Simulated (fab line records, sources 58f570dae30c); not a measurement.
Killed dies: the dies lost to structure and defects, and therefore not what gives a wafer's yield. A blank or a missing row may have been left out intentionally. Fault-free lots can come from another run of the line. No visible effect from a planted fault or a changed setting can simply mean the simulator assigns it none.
Problem report, 8D (eight disciplines) form, completed by code / flow berkeley_cmos170 / the parts of the form that need people (team, actions taken, sign-off) are left out

== 1. PROBLEM STATEMENT ==
At UCB170_PSD_CD_MEAS_06, cd_nm averages 1177.5 nm over 9 wafers from 3 lots, while fault-free wafers read 1199.7 nm, standard deviation 1.4. Relative to the usual mean, that is a shift of -16 standard deviations.
The step: target cd 1200 nm.
First seen on wafer L841.2, day 10 01:18, on cd_sem-02. The record holds 45 wafers of 15 lots with a number at this step. By rule, "out" or "out of limits" means more than 4 standard deviations away from the usual mean. All remaining wafers that have a number are taken as sound.

== 2. WHAT IT IS, WHAT IT ISN'T ==
question=which readings at this step | is=cd_nm | is not=-
question=which lots | is=L841, L842, L844 | is not=L827, L828, L829, L831, L832, L833, L834, L836, L839, L840, L843, L845
question=which wafers of those lots | is=all that have a number | is not=-
question=read on which gauges | is=cd_sem-02 | is not=cd_sem-01
question=when | is=from day 10 01:18 | is not=up to then (30 sound wafers); but 6 sound wafers of L843, L845 came after

== 3. WHAT RULES OUT EACH SUSPECT ==
Counting: a tool stays on the suspect list if, at a process step up to the reading, it processed all lots that are out and no sound lot following the first of them.
- the gauge at UCB170_PSD_CD_MEAS_06 is ruled out. All the wafers that are out were read on cd_sem-02, but those of them that UCB170_PSD_PEB_04 has rows for are out there too, on other tools.
- litho_track-04 at UCB170_PSD_PEB_04: kept. All lots that are out passed through it, beginning with L841 at day 10 01:02, and no sound lot followed; its final sound lot before that point was L833 at day 8 08:07. Out on those wafers are its own readings of heater_power_total_W, plate_temp_C.
The count leaves litho_track-04 at UCB170_PSD_PEB_04.

== 4. THE CAUSE (what the simulator had put in) ==
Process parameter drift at UCB170_PSD_PEB_04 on litho_track-04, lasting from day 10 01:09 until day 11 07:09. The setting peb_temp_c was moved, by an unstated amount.
After counting, this tool was the only one left.

== 5. THE EFFECT CHAIN, in route order ==
Rows list readings where the struck wafers' mean (over those with a number) sits beyond 3 standard deviations from the usual. Only readings for which the record gives a usual standard deviation are gone through. hours: the time from each lot's start at the first step in this table that gives one to its start at this step, as a median over the lots. sigmas: the change in usual standard deviations.
hours=0; step=UCB170_PSD_PEB_04; reading=heater_power_total_W; usual=56.81 W; on struck wafers=55.04; change=-1.77; sigmas=-38
hours=0; step=UCB170_PSD_PEB_04; reading=plate_temp_C; usual=129.96 C; on struck wafers=126.87; change=-3.09; sigmas=-26
hours=0; step=UCB170_PSD_CD_MEAS_06; reading=cd_nm; usual=1199.7 nm; on struck wafers=1177.5; change=-22.2; sigmas=-16
Process steps it contains:
- UCB170_PSD_PEB_04

== 6. WHAT WOULD HAVE CAUGHT IT SOONER ==
0 hours passed between the start of the fault at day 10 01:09 and the first reading out of limits at a measuring or inspecting step in this record, taken at day 10 01:18.
The tool's own readings at UCB170_PSD_PEB_04 were out on every struck wafer that the step has a row for (heater_power_total_W, plate_temp_C): an alarm limit on them would have fired on the first of those.
Among the 3 lots that are out, L842, L844 began UCB170_PSD_PEB_04 on litho_track-04 after day 10 01:18. A hold on the tool at that time would have spared those 2.
